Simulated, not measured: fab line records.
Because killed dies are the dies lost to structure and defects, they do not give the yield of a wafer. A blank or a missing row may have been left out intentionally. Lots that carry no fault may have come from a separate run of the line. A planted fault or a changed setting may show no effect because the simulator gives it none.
fab line records | flow berkeley_cmos170
record: lots: 14 wafers: 42 last_day: 12
route steps=331 shown NWELL@27
lots that met no fault: from a run of the same line without faults
start_h: hours from the record's opening day to when the first of the lot's shown wafers began | wait_h: hours elapsed since this lot's preceding step | " the same as in the row above | L1.1+2: a row that stands for several wafers | - no value, or no start was given | * or withheld: withheld | < > ~ a bound
route shown NAME@n: NAME is a module with steps in the file, n the number in the route of the first one | usual: the fault-free wafers' mean and standard deviation | same: alike in all rows | chamber/n: place in a boat | sites: readings site by site | _std_site: their standard deviation | _edge_site: inner sites' mean taken away from outer sites' mean | radius_mm: how far each site lies from the wafer's centre | mask NAME#n: copy n | behind: the most recent tool/chamber to have shaped the wafer | hold: cause of the lot's hold/its duration in hours/its outcome | device: the n, p or np transistor that did not switch | end of line: the route-end tests of the same wafers | a step with no rows: only its recipe | killed: dies lost to structure and defects at the first sort, not the wafer's yield | map: a wafer's dies, x killed, . not, _ none there
set.NAME: the setting as run; set.NAME@STEP: as run at that earlier step | model.NAME: the simulator's own value behind a step, which no gauge read
steps of the route over a sample of lots; a table a step, a row a wafer
services: when a tool's chamber went out of use (start_h, in hours from the record's first day, below 0 if earlier), for how many hours, and the reason
== steps ==
step: UCB170_NWELL_ETCH_13
recipe: chemistry: CH3F/Ar/O2 target: Si3N4 stop_on: SiO2 CH3F_flow_sccm: 20 Ar_flow_sccm: 50 O2_flow_sccm: 7 pressure_mtorr: 50 rf_w: 450 target_depth_a: 2464 over_etch_frac: 0.1 time_s: 154
usual: drypump_motor_current_A: 5.7/0.44 oes_product_au: 0.946/0.014 run_length_s: 182.4/0.4 throttle_valve_pct: 8.00/0.16
columns lot.wafer tool chamber start_h wait_h drypump_motor_current_A oes_product_au rf_hours_counter_h run_length_s throttle_valve_pct
L131.2 rie_diel-02 2 30.02 0.0 5.4 0.955 78 182.1 7.95
L131.3 " 0 " " 6.4 0.930 99 183.0 7.93
L131.6 " 3 " " 5.8 0.935 - 182.4 8.39
L132.2 rie_diel-01 1 32.55 0.0 5.7 0.938 178 181.9 7.69
L132.4 " 2 " " 5.8 0.941 35 182.4 8.10
L132.6 " 3 " " 5.3 0.976 - 182.4 7.99
L133.2 rie_diel-03 1 36.97 0.0 5.7 0.960 107 182.9 7.90
L133.4 " 3 " " 6.5 0.927 49 181.9 7.78
L133.5 " 2 " " 4.9 0.931 - 182.0 8.05
L134.1 rie_diel-01 0 48.03 0.0 5.2 0.959 66 182.3 8.03
L134.4 " 0 " " 5.2 0.972 - 182.2 8.05
L134.6 " 2 " " 5.8 0.921 - 182.7 8.12
L135.1 rie_diel-02 0 48.31 0.0 6.4 0.928 100 183.1 7.94
L135.3 " 3 " " 5.7 0.938 134 182.5 8.41
L135.6 " 0 " " 6.4 0.933 - 183.4 7.93
L137.2 rie_diel-01 0 63.18 0.0 5.2 0.965 67 182.2 8.05
L137.4 " 3 " " 5.3 0.953 - 182.1 7.96
L137.6 " 2 " " 5.8 0.939 - 182.9 8.11
L142.2 rie_diel-02 2 83.75 0.0 5.3 1.020 81 173.9 7.97
L142.3 " 1 " " 5.4 0.990 25 174.5 7.99
L142.5 " 1 " " 5.4 1.000 - 174.4 7.98
L144.2 rie_diel-02 0 97.66 0.0 6.4 0.985 103 174.9 7.94
L144.3 " 2 " " 5.3 0.992 82 173.7 7.96
L144.6 " 2 " " 5.3 1.006 - 174.0 7.95
L145.1 rie_diel-01 2 103.45 0.0 5.8 0.937 38 182.2 8.12
L145.2 " 1 " " 5.7 0.945 1 181.9 7.72
L145.4 " 3 " " 5.3 0.959 7 182.2 7.97
L146.1 rie_diel-03 2 110.33 0.0 5.0 0.936 72 182.0 8.02
L146.4 " 1 " " 5.7 0.951 110 183.1 7.89
L146.6 " 0 " " 5.8 0.951 - 182.7 8.12
L148.1 rie_diel-03 2 117.46 0.0 5.0 0.935 72 182.1 8.04
L148.2 " 1 " " 5.7 0.951 110 182.8 7.91
L148.3 " 0 " " 5.8 0.948 30 182.6 8.11
L152.1 rie_diel-01 2 133.52 0.0 5.8 0.927 39 182.4 8.12
L152.2 " 0 " " 5.2 0.958 69 182.1 8.06
L152.6 " 2 " " 5.8 0.930 - 182.2 8.09
L153.2 rie_diel-03 0 142.28 0.0 5.8 0.946 30 183.1 8.09
L153.3 " 2 " " 5.0 0.941 73 182.8 8.05
L153.4 " 1 " " 5.7 0.960 110 182.7 7.90
L154.1 rie_diel-03 3 149.43 0.0 6.5 0.931 53 181.6 7.79
L154.2 " 1 " " 5.7 0.954 111 182.9 7.91
L154.5 " 3 " " 6.5 0.933 - 181.5 7.79
== services ==
columns tool chamber start_h hours kind
rie_diel-03 2 26.46 4.2 repair
rie_diel-01 1 34.42 - clean
rie_diel-01 1 34.42 34.7 scheduled_down
rie_diel-01 1 34.42 34.7 vent_cycle
rie_diel-02 - 51.41 0.7 repair
rie_diel-03 - 61.56 4.3 pm
rie_diel-02 0 62.11 4.4 repair
rie_diel-01 2 92.15 2.1 repair
rie_diel-03 0 95.14 6.9 repair
rie_diel-02 1 117.27 25.0 repair
rie_diel-02 0 136.40 9.7 repair
== key ==
first_sign: step: UCB170_NWELL_ETCH_13 reading: run_length_s direction: down sigmas: 20 usual: * struck: *
effect: step: UCB170_NWELL_ETCH_13 reading: oes_product_au direction: up sigmas: 3.8 usual: 0.946 struck: 0.999
met_at UCB170_NWELL_ETCH_13
struck_lots L142,L144
sort_left_out L142.2,L142.3,L142.5,L144.2,L144.3,L144.6
tester_left_out L142,L144
onset_between 48.31 83.75
fault: kind: process_parameter_drift tool: rie_diel-02 chamber: - onset_h: 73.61 steps: UCB170_NWELL_ETCH_13 channel: time_s offset: * shape: step end_h: 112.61 acts_in: * stated: *
tester_left_out: of these lots the tester's yield and bins aren't shown, on N5 and GAA mostly nor the transistor test; their killed dies are dies lost to structure and defects alone, not to doping, threshold or leakage, so they don't give the yield
sort_left_out: the simulated sort isn't trusted on such a fault, so these wafers' sort isn't shown, and their yield isn't known
